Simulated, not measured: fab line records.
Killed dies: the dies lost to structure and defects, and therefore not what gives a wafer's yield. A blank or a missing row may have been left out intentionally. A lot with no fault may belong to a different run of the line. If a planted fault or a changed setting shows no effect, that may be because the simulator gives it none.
fab line records	flow ritCmos
[record] lots = 5	wafers = 23
route steps=202 shown M1@190
startH: hours from the record's opening day to when the first of the lot's shown wafers began	waitH: time in hours since the lot's previous step	" repeats the value in the row above	L1.1+2: a row that stands for several wafers	- either no value or no given start	* or withheld: withheld	< > ~ a bound
route shown NAME@n: names a module that has steps shown in the file, with the first one's number in the route	usual: mean/standard deviation of fault-free wafers	same: alike in all rows	chamber/n: place in a boat	sites: the reading at each site	_std_site: standard deviation of those values	_edge_site: mean of outer sites minus mean of inner sites	radiusMm: how far each site lies from the wafer's centre	mask NAME#n: copy n	behind: the tool/chamber that last shaped the wafer	hold: why the lot went on hold/how many hours it stayed there/how the hold came to an end	device: whichever transistor did not switch (one of n, p or np)	end of line: the tests these same wafers got at the end of their route	where a step has no rows: the recipe by itself	killed: count of dies lost to structure and defects at first sort (not the wafer's yield)	map: shows each die of a wafer: x if killed, . if not, _ if none is there
set.NAME: the setting as run; set.NAME@STEP: as run at that earlier step	model.NAME: the simulator's own value behind a step, which no gauge read
one table per step and one row per wafer, for lots whose settings were changed on purpose
[[steps]]
[step RIT_M1_EXPOSE_06]
[recipe] maskId = M12	na = 0.6	sourceShape = conventional	sigmaOuter = 0.5	targetCdNm = 2600	doseMj = 250
lot.wafer	tool	chamber	startH	waitH	mask	set.doseMj
L074.1+2+3+5+6	ilineStepper-02	0	54.26	0.1	M12#0	250
L078.1+4+5	ilineStepper-01	0	76.88	0.1	M12#0	260.8
L078.3+6	"	0	"	"	M12#0	250
L079.1+4+5	ilineStepper-02	0	82.23	0.2	M12#0	250
L082.2+6	ilineStepper-01	0	99.45	0.2	M12#0	257
L082.3+4+5	"	0	"	"	M12#0	250
L085.1+4	ilineStepper-02	0	114.43	0.2	M12#0	250
L085.2+3+6	"	0	"	"	M12#0	267.7
[step RIT_M1_PEB_07]
[recipe] resist = NOVOLAK	tempC = withheld	timeS = withheld
[step RIT_M1_DEVELOP_08]
[recipe] resist = NOVOLAK	developTimeS = 68	devTempC = 24.01
lot.wafer	tool	chamber	startH	waitH	set.doseMj@M1_EXPOSE_06	model.M1.cdNm
L074.1	lithoTrack-01	0	-	-	250	2598
L074.2+6	"	0	"	"	250	2599
L074.3	"	0	"	"	250	2600
L074.5	"	0	"	"	250	2597
L078.1	lithoTrack-01	0	-	-	260.8	2590
L078.3	"	0	"	"	250	2603
L078.4	"	0	"	"	260.8	2594
L078.5	"	0	"	"	260.8	2591
L078.6	"	0	"	"	250	2602
L079.1+4	lithoTrack-01	0	-	-	250	2599
L079.5	"	0	"	"	250	2600
L082.2	lithoTrack-01	0	-	-	257	2590
L082.3	"	0	"	"	250	2599
L082.4	"	0	"	"	250	2598
L082.5	"	0	"	"	250	2597
L082.6	"	0	"	"	257	2588
L085.1	lithoTrack-03	0	-	-	250	2601
L085.2	"	0	"	"	267.7	2583
L085.3+6	"	0	"	"	267.7	2584
L085.4	"	0	"	"	250	2604
[step RIT_M1_CD_MEAS_09]
[recipe] targetCdNm = 2600
[usual] cdNm = 2599.9/2.5
lot.wafer	tool	chamber	startH	waitH	set.doseMj@M1_EXPOSE_06	cdNm
L074.1	cdSem-02	-	54.69	-	250	2597.6
L074.2	"	-	"	"	250	2599.5
L074.3	"	-	"	"	250	2599.7
L074.5	"	-	"	"	250	2596.8
L074.6	"	-	"	"	250	2599.5
L078.1	cdSem-01	-	77.31	-	260.8	2589.8
L078.3	"	-	"	"	250	2602.8
L078.4	"	-	"	"	260.8	2593.6
L078.5	"	-	"	"	260.8	2591.0
L078.6	"	-	"	"	250	2602.2
L079.1	cdSem-01	-	82.66	-	250	2599.1
L079.4	"	-	"	"	250	2598.5
L079.5	"	-	"	"	250	2599.9
L082.2	cdSem-01	-	99.89	-	257	2590.0
L082.3	"	-	"	"	250	2598.8
L082.4	"	-	"	"	250	2598.7
L082.5	"	-	"	"	250	2597.0
L082.6	"	-	"	"	257	2588.8
L085.1	cdSem-01	-	114.86	-	250	2601.4
L085.2	"	-	"	"	267.7	2583.4
L085.3	"	-	"	"	267.7	2583.8
L085.4	"	-	"	"	250	2604.2
L085.6	"	-	"	"	267.7	2583.9
[step RIT_M1_HARDBAKE_11]
[recipe] resist = NOVOLAK	tempC = 140	timeS = 120
[step RIT_M1_METAL_ETCH_12]
[recipe] stopOn = SiO2	chemistry = Cl2/BCl3	target = Al	timeS = 165	overEtchFrac = 0.5	pressureMtorr = 100	targetDepthA = 6000	rfW = 245.2	Cl2_flow_sccm = 60	bcl3FlowSccm = 50
lot.wafer	tool	chamber	startH	waitH	set.doseMj@M1_EXPOSE_06	model.M1.cdNm
L074.1+3	rieMetal-03	1	55.09	0.2	250	2600
L074.2	"	0	"	"	250	2596
L074.5	"	1	"	"	250	2598
L074.6	"	0	"	"	250	2595
L078.1	rieMetal-04	0	77.71	0.2	260.8	2591
L078.3	"	1	"	"	250	2599
L078.4	"	0	"	"	260.8	2594
L078.5	"	1	"	"	260.8	2588
L078.6	"	0	"	"	250	2601
L079.1+5	rieMetal-01	1,0	83.07	0.2	250	2602
L079.4	"	1	"	"	250	2603
L082.2	rieMetal-01	1	100.49	0.2	257	2593
L082.3	"	1	"	"	250	2601
L082.4	"	0	"	"	250	2600
L082.5	"	0	"	"	250	2598
L082.6	"	1	"	"	257	2592
L085.1	rieMetal-01	0	115.41	0.2	250	2605
L085.2	"	1	"	"	267.7	2587
L085.3	"	0	"	"	267.7	2586
L085.4	"	1	"	"	250	2607
L085.6	"	0	"	"	267.7	2585
[step RIT_M1_STRIP_13]
[recipe] chemistry = nmp	resist = NOVOLAK	tempC = 80	timeS = 600	dry = n2Spin
[step RIT_M1_STRIP_14]
[recipe] chemistry = O2	timeS = 180	platenTempC = withheld	powerW = 500	pressureMtorr = 4000	o2FlowSccm = 4000
[step RIT_M1_CD_MEAS_90]
[recipe] targetCdNm = 2600
[usual] cdNm = 2600/3.7
lot.wafer	tool	chamber	startH	waitH	set.doseMj@M1_EXPOSE_06	cdNm
L074.1	cdSem-02	-	55.60	0.1	250	2600
L074.2	"	-	"	"	250	2596
L074.3	"	-	"	"	250	2600
L074.5	"	-	"	"	250	2598
L074.6	"	-	"	"	250	2595
L078.1	cdSem-02	-	78.22	0.1	260.8	2590
L078.3	"	-	"	"	250	2599
L078.4	"	-	"	"	260.8	2594
L078.5	"	-	"	"	260.8	2588
L078.6	"	-	"	"	250	2602
L079.1	cdSem-01	-	83.59	0.1	250	2602
L079.4	"	-	"	"	250	2603
L079.5	"	-	"	"	250	2602
L082.2	cdSem-01	-	101.16	0.2	257	2593
L082.3	"	-	"	"	250	2601
L082.4	"	-	"	"	250	2600
L082.5	"	-	"	"	250	2598
L082.6	"	-	"	"	257	2592
L085.1	cdSem-01	-	116.14	0.2	250	2604
L085.2	"	-	"	"	267.7	2587
L085.3	"	-	"	"	267.7	2586
L085.4	"	-	"	"	250	2607
L085.6	"	-	"	"	267.7	2586
[[key]]
[split] step = RIT_M1_EXPOSE_06	setting = doseMj	stated = 250	by = wafer
[response] step = RIT_M1_DEVELOP_08	reading = model.M1.cdNm	change = -2.7	per = 1%	r = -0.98
[response] step = RIT_M1_CD_MEAS_09	reading = cdNm	change = -2.71	per = 1%	r = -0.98
[response] step = RIT_M1_METAL_ETCH_12	reading = model.M1.cdNm	change = -2.62	per = 1%	r = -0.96
[response] step = RIT_M1_CD_MEAS_90	reading = cdNm	change = -2.64	per = 1%	r = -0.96
